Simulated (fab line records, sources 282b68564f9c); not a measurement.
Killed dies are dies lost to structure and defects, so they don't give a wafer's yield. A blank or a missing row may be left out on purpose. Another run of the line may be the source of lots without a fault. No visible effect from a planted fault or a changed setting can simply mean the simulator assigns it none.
Comparing a struck lot with a sound one    flow rit cmos    26 steps out of a route of 202
Sound: these wafers, L973.1, L973.3, L973.4. Wafers L987.1, L987.3, L987.4 were the ones struck. The cause is named last.
Each step with rows lists, per side, the tool, then ch with its chambers, then its first start. Under that, the readings that differ: sound wafers    struck wafers    difference of the means    sigmas: that difference in standard deviations of wafers without a fault.
alike: a reading whose means differ by less than 2 such deviations, as well as words and numbers matching on both sides. not compared: withheld readings; readings where some wafer has no value; bounds like >300 that might hide an equal value; numbers whose values overlap and for which the record gives no deviation.
A row with sigmas, a row that says differs or no value, or rows on one side alone: a step with any of these is where the two part. Non-overlapping numbers with no deviation appear without sigmas and do not part them. A reading that every wafer of one side lacks parts them only if that side has two wafers or more.

first, 2 steps without rows for these wafers: RIT_REOX_CLEAN_02 (cleans in SC2, time 600 s); RIT_REOX_OXIDATION_03 (target thk 25.2 nm, ox time 5580 s).
RIT_REOX_THK_MEAS_04:
  struck on film metro-04, day 5 17:40; sound on film metro-04, day 3 01:40
  alike: REOX_OXIDE_THK
then, 6 steps without rows for these wafers: RIT_NLDD_HMDS_00 (prime time 60 s); RIT_NLDD_COAT_01 (resist thk 1000 nm); RIT_NLDD_SOFTBAKE_02 (time 60 s); RIT_NLDD_EXPOSE_03 (exposes mask M7, target cd 40700 nm); RIT_NLDD_PEB_04; RIT_NLDD_DEVELOP_05 (develop time 50 s).
RIT_NLDD_OVL_MEAS_06:
  struck on overlay-01, day 5 18:43; sound on overlay-02, day 3 02:42
  alike: NLDD_OVL
then, 2 steps without rows for these wafers: RIT_NLDD_HARDBAKE_07 (time 60 s); RIT_NLDD_IMPLANT_08.
RIT_NLDD_STRIP_09: strips in O2, time 180 s.
  sound on plasma asher-04 ch 0,1, day 3 03:02; struck on plasma asher-01 ch 0,1, day 5 19:02
  no value came back on the struck wafers for chamber pressure mTorr (mTorr), drypump motor current A (A); on the sound wafers chamber pressure mTorr (mTorr) reads 4000 3999 4003
reading                                    sound  struck             difference  sigmas
model.NOVOLAK_of_NLDD_COAT_01.thk nm (nm)  0 0 0  882.8 880.1 879.4  +880.8      
  not compared: rf hours counter h
RIT_NLDD_TW_MEAS_10:
  struck on film metro-02, day 5 19:13; sound on film metro-01, day 3 03:13
  alike: NLDD_TW
then, 6 steps without rows for these wafers: RIT_PLDD_HMDS_00 (prime time 60 s); RIT_PLDD_COAT_01 (resist thk 1000 nm); RIT_PLDD_SOFTBAKE_02 (time 60 s); RIT_PLDD_EXPOSE_03 (exposes mask M8, target cd 40900 nm); RIT_PLDD_PEB_04; RIT_PLDD_DEVELOP_05 (develop time 50 s).
RIT_PLDD_OVL_MEAS_06:
  struck on overlay-02, day 5 20:15; sound on overlay-02, day 3 04:20
  alike: PLDD_OVL
then, 2 steps without rows for these wafers: RIT_PLDD_HARDBAKE_07 (time 60 s); RIT_PLDD_IMPLANT_08.
RIT_PLDD_STRIP_09: strips in O2, time 180 s.
  sound on plasma asher-02 ch 0,1, day 3 04:52; struck on plasma asher-03 ch 0,1, day 5 20:35
  alike: chamber pressure mTorr, drypump motor current A
  not compared: rf hours counter h
RIT_PLDD_TW_MEAS_10:
  struck on film metro-02, day 5 20:46; sound on film metro-02, day 3 05:02
reading  sound           struck    difference  sigmas
PLDD_TW  2374 2353 2364  30 30 30  -2334       -93
then, 1 step without rows for these wafers: RIT_SPACER_CLEAN_00 (cleans in SC1, time 600 s).

WHERE THEY PART
At RIT_NLDD_STRIP_09 first; at RIT_PLDD_TW_MEAS_10 last (within this record only).

WHY: what the simulator had put in
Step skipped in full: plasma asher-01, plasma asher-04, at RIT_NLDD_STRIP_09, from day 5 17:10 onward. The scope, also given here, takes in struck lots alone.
